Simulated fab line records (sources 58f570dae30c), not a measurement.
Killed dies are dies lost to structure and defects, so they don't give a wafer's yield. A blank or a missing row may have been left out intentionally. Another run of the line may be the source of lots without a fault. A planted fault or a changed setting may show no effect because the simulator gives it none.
The tool behind it: which one? | flow berkeley-cmos170 | 45 wafers sampled from 15 lots at 1 step of a route of 331

WHAT THE GAUGES SHOWED, per wafer
UCB170_PWELL_THK_MEAS_03.
lot  | measured    | on            | PWELL_OXIDE_THK (nm)
L791 | day 3 10:53 | film-metro-01 | 26.3 26.4 26.5
L792 | day 4 02:50 | film-metro-02 | 25.8 25.9 26.1
L793 | day 4 02:51 | film-metro-01 | 26.5 26.7 26.7
L796 | day 4 16:31 | film-metro-04 | 26.6 26.3 26.2
L795 | day 4 16:31 | film-metro-02 | 25.5 25.3 26.0
L794 | day 4 16:32 | film-metro-01 | 25.4 25.2 25.6
L799 | day 5 04:36 | film-metro-01 | 25.8 25.7 26.3
L798 | day 5 04:37 | film-metro-02 | 26.4 26.8 26.3
L797 | day 5 04:40 | film-metro-02 | 25.8 26.4 26.1
L800 | day 5 04:40 | film-metro-01 | 26.5 27.0 27.0
L807 | day 6 08:23 | film-metro-01 | 26.5 26.9 26.0
L809 | day 6 23:23 | film-metro-04 | 26.2 26.5 26.1
L812 | day 7 11:41 | film-metro-02 | 26.3 27.1 27.4
L814 | day 7 18:29 | film-metro-02 | 26.3 26.2 26.5
L813 | day 7 18:30 | film-metro-04 | 26.2 26.6 26.4

WHICH TOOL RAN EACH LOT (tool, then ch and the chambers of the sampled wafers, then the start)
Before these readings, the record contains no process step.

WHAT THE TOOLS THEMSELVES READ (means of the sampled wafers that have a number; where no wafer has one, the mark that the record gives instead)
The record holds no such reading with a usual standard deviation.

THE ANSWER, worked out from the rows above alone
Rule: the lots themselves supply what counts as usual. The widest of any qualifying gaps counts: lots, ordered by their means at a reading, are off when they make up no more than a third of the lots, leave a main group of 4 or more, and stand apart from it by 3 or more times the standard deviation of that group's means. Not used: any main group whose means are identical at the precision the tables above print for the reading. Also off: a lot with no number at a reading for which 4 or more lots have one. Any other lot the step has rows for is counted as sound. Order of review: gauges by route order, followed by the tools' own readings, for which a lot's mean as printed above is used. At the first step where some lot is off, the reading lying furthest off is the one used; lots without a number count as furthest.
None of the lots is off at any reading shown; this tells nothing.

WHAT THE SIMULATOR HAD PUT IN
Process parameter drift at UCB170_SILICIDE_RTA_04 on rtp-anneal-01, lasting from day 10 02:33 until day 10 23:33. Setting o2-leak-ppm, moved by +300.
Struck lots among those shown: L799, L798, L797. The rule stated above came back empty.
